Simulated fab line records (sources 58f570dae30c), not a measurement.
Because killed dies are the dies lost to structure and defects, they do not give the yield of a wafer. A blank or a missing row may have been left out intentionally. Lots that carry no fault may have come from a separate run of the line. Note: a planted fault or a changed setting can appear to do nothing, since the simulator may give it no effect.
Which tool did it? -- flow berkeley_cmos170 -- 13 lots with 39 wafers sampled at 2 steps, on a route of 331 steps

## WHAT THE GAUGES SHOWED, per wafer
UCB170_M1_CD_MEAS_09: the cd target is 700 nm. Usual: cd_nm reads 700.3 nm (standard deviation 1.5).
lot,measured,on,cd_nm (nm),flag
L973,day 7 21:32,cd_sem-02,701.1 701.1 702.1,
L972,day 8 11:30,cd_sem-02,700.6 700.6 700.8,
L974,day 8 11:50,cd_sem-02,700.8 700.3 700.3,
L976,day 9 10:59,cd_sem-02,699.6 697.9 699.5,
L979,day 10 00:24,cd_sem-02,702.5 702.5 700.3,
L978,day 10 00:39,cd_sem-02,702.6 702.7 703.5,
L977,day 10 02:06,cd_sem-01,702.2 702.8 704.2,
L984,day 11 07:18,cd_sem-01,701.6 702.5 702.7,
L985,day 11 07:32,cd_sem-02,615.7 616.2 616.7,OFF
L983,day 11 07:46,cd_sem-02,700.9 701.8 699.7,
L992,day 12 16:50,cd_sem-02,698.9 700.7 699.8,
L993,day 12 23:08,cd_sem-02,700.0 700.2 699.6,
L994,day 12 23:41,cd_sem-01,699.7 699.4 699.8,

## WHICH TOOL RAN EACH LOT (tool, then ch and the chambers of the sampled wafers, then the start)
lot,UCB170_M1_EXPOSE_06
L973,"krf_scanner-02 ch 0, day 7 21:04"
L972,"krf_scanner-01 ch 0, day 8 11:07"
L974,"krf_scanner-02 ch 0, day 8 11:27"
L976,"krf_scanner-01 ch 0, day 9 10:19"
L979,"krf_scanner-01 ch 0, day 9 23:52"
L978,"krf_scanner-02 ch 0, day 10 00:15"
L977,"krf_scanner-02 ch 0, day 10 01:42"
L984,"krf_scanner-01 ch 0, day 11 06:34"
L985,"krf_scanner-02 ch 0, day 11 07:08"
L983,"krf_scanner-01 ch 0, day 11 07:23"
L992,"krf_scanner-02 ch 0, day 12 16:16"
L993,"krf_scanner-01 ch 0, day 12 22:14"
L994,"krf_scanner-02 ch 0, day 12 22:36"
- UCB170_M1_EXPOSE_06: exposes mask METAL1, target cd 700 nm.

## AS READ BY THE TOOLS THEMSELVES (means over the sampled wafers that have a number; for cases with no such wafer, the mark the record gives instead)
The record holds no such reading with a usual standard deviation.

## THE ANSWER, worked out from the rows above alone
Rule: take the mean of a lot's wafers that have a number; if it is more than 3 standard deviations from the usual mean, the lot is off. A lot without any number at a reading at which 4 lots or more have one is off too. The other lots that the step has rows for count as sound. After the gauges, taken in route order, come the tools' own readings; for these a lot's mean is taken, as printed above. At the first step where some lot is off, the reading lying furthest off is the one used; lots without a number count as furthest.
Off: L985, at UCB170_M1_CD_MEAS_09 (cd_nm).
A tool fits if, at a process step before that reading, it ran every lot that is off, and no sound lot after the first of them. Those tools and the gauges at UCB170_M1_CD_MEAS_09 are tried in the same way. Of those tried, none fits.

## WHAT WAS PUT IN BY THE SIMULATOR
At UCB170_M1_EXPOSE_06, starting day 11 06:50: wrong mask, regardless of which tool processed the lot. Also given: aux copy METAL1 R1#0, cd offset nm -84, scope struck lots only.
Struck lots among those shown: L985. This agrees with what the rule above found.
